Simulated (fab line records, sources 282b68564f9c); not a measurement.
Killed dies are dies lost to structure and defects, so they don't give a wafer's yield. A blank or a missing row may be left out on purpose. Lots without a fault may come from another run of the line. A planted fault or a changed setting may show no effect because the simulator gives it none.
A struck lot beside a sound one | flow rit_cmos | 44 steps out of a route of 202
Sound: wafers L504.2, L504.5, L504.6. Struck: wafers L523.3, L523.4, L523.5. The cause comes at the end.
At each step with rows: each side's tool, then ch and its chambers, then its first start. Under that, the readings that differ: sound wafers | struck wafers | difference of the means | sigmas: that difference in standard deviations of wafers without a fault.
alike: readings whose means differ by less than 2 such deviations, and words and numbers that are the same on both sides. not compared: withheld readings, readings that some wafer has no value for, bounds like >300 that may hide the same value, and numbers for which the record gives no deviation and whose values overlap.
The two part at a step that has a row with sigmas, a row that says differs or no value, or rows on one side only. Numbers that don't overlap but have no deviation are shown without sigmas and don't part them. A reading that every wafer of one side lacks parts them only if that side has two wafers or more.

first, 2 steps without rows for these wafers: RIT_NLDD_HARDBAKE_07 (time 60 s); RIT_NLDD_IMPLANT_08.
RIT_NLDD_STRIP_09: strips in O2, time 180 s.
  sound on plasma_asher-03 ch 0,1, day 3 09:01; struck on plasma_asher-02 ch 0,1, day 7 09:44
  alike: chamber_pressure_mTorr, drypump_motor_current_A
  not compared: rf_hours_counter_h
RIT_NLDD_TW_MEAS_10:
  sound on film_metro-01, day 3 09:12; struck on film_metro-03, day 7 09:52
  alike: NLDD_TW
then, 6 steps without rows for these wafers: RIT_PLDD_HMDS_00 (prime time 60 s); RIT_PLDD_COAT_01 (resist thk 1000 nm); RIT_PLDD_SOFTBAKE_02 (time 60 s); RIT_PLDD_EXPOSE_03 (exposes mask M8, target cd 40900 nm); RIT_PLDD_PEB_04; RIT_PLDD_DEVELOP_05 (develop time 50 s).
RIT_PLDD_OVL_MEAS_06:
  sound on overlay-02, day 3 10:14; struck on overlay-02, day 7 10:54
  alike: PLDD_OVL
then, 1 step without rows for these wafers: RIT_PLDD_HARDBAKE_07 (time 60 s).
RIT_PLDD_IMPLANT_08:
  sound on implanter-03 ch 0, day 3 10:26; struck on implanter-03 ch 0, day 7 11:07
  reading                   | sound                | struck               | difference | sigmas
  beam_energy_keV           | 19.996 20.002 19.998 | 26.001 26.003 25.997 | +6.002     | +99 or more
  model.implant.rp_nm (nm)  | 16.94 16.94 16.94    | 21.21 21.21 21.21    | +4.27      |
  model.implant.drp_nm (nm) | 9.752 9.752 9.752    | 11.73 11.73 11.73    | +1.98      |
  alike: beam_on_s, dose_ions_cm2
RIT_PLDD_STRIP_09: strips in O2, time 180 s.
  sound on plasma_asher-01 ch 0,1, day 3 10:34; struck on plasma_asher-03 ch 0,1, day 7 11:17
  alike: chamber_pressure_mTorr, drypump_motor_current_A
  not compared: rf_hours_counter_h
RIT_PLDD_TW_MEAS_10:
  sound on film_metro-03, day 3 10:44; struck on film_metro-01, day 7 11:25
  reading | sound          | struck         | difference | sigmas
  PLDD_TW | 2380 2388 2378 | 2509 2494 2510 | +122       | +6
then, 4 steps without rows for these wafers: RIT_SPACER_CLEAN_00 (cleans in SC1, time 600 s); RIT_SPACER_CLEAN_01 (cleans in dHF, time 29.54 s); RIT_SPACER_CLEAN_02 (cleans in SC2, time 600 s); RIT_SPACER_CVD_03 (deposits Si3N4 from SiH2Cl2/NH3, target thk 250 nm, time 3300 s).
RIT_SPACER_THK_MEAS_04:
  sound on film_metro-04, day 3 14:04; struck on film_metro-04, day 7 14:38
  reading                 | sound             | struck            | difference | sigmas
  SPACER_NITRIDE_THK (nm) | 244.8 244.7 246.0 | 252.9 252.6 252.8 | +7.6       | +3
RIT_SPACER_ETCHBACK_05: etches Si3N4 in SF6/CHF3, stops on SiO2, target depth 250 nm, time 240 s.
  sound on rie_diel-03 ch 1,2,3, day 3 14:07; struck on rie_diel-04 ch 0,1, day 7 14:40
  alike: chamber_pressure_mTorr, drypump_motor_current_A, oes_product_au, throttle_valve_pct
  not compared: rf_hours_counter_h
then, 6 steps without rows for these wafers: RIT_NSD_HMDS_00 (prime time 60 s); RIT_NSD_COAT_01 (resist thk 1000 nm); RIT_NSD_SOFTBAKE_02 (time 60 s); RIT_NSD_EXPOSE_03 (exposes mask M9, target cd 40700 nm); RIT_NSD_PEB_04; RIT_NSD_DEVELOP_05 (develop time 50 s).
RIT_NSD_OVL_MEAS_06:
  sound on overlay-02, day 3 15:14; struck on overlay-02, day 7 16:06
  alike: NSD_OVL
then, 2 steps without rows for these wafers: RIT_NSD_HARDBAKE_07 (time 60 s); RIT_NSD_IMPLANT_08.
RIT_NSD_STRIP_09: strips in O2, time 180 s.
  sound on plasma_asher-04 ch 0,1, day 3 15:34; struck on plasma_asher-04 ch 0,1, day 7 16:29
  alike: chamber_pressure_mTorr, drypump_motor_current_A
  not compared: rf_hours_counter_h
RIT_NSD_TW_MEAS_10:
  sound on film_metro-02, day 3 15:46; struck on film_metro-02, day 7 16:37
  alike: NSD_TW
then, 6 steps without rows for these wafers: RIT_PSD_HMDS_00 (prime time 60 s); RIT_PSD_COAT_01 (resist thk 1000 nm); RIT_PSD_SOFTBAKE_02 (time 60 s); RIT_PSD_EXPOSE_03 (exposes mask M10, target cd 40900 nm); RIT_PSD_PEB_04; RIT_PSD_DEVELOP_05 (develop time 50 s).
RIT_PSD_OVL_MEAS_06:
  sound on overlay-01, day 3 16:47; struck on overlay-02, day 7 17:45
  alike: PSD_OVL
then, 2 steps without rows for these wafers: RIT_PSD_HARDBAKE_07 (time 60 s); RIT_PSD_IMPLANT_08.
RIT_PSD_STRIP_09: strips in O2, time 180 s.
  sound on plasma_asher-03 ch 0,1, day 3 17:07; struck on plasma_asher-04 ch 0,1, day 7 18:08
  alike: chamber_pressure_mTorr, drypump_motor_current_A
  not compared: rf_hours_counter_h
RIT_SDANNEAL_RS_MEAS_06: measures by four-point-probe.
  sound on film_metro-01, day 3 18:04; struck on film_metro-01, day 7 19:01
  reading          | sound             | struck            | difference | sigmas
  PLDD_RS (ohm/sq) | 179.0 178.8 179.3 | 164.0 164.2 164.0 | -15.0      | -29
RIT_M1_PROBE_99:
  sound on prober-01, day 4 02:06; struck on prober-02, day 8 03:37
  alike: killed_at_front_end, killed_dies, killed_open, killed_short

WHERE THEY PART
First at RIT_PLDD_IMPLANT_08; last, within this record, at RIT_SDANNEAL_RS_MEAS_06. Later steps at which nothing parts them and some readings are alike: RIT_M1_PROBE_99.

WHY: what the simulator had put in
Process parameter drift: implanter-03, from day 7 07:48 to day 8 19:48, at RIT_PLDD_IMPLANT_08. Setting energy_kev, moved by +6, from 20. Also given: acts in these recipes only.
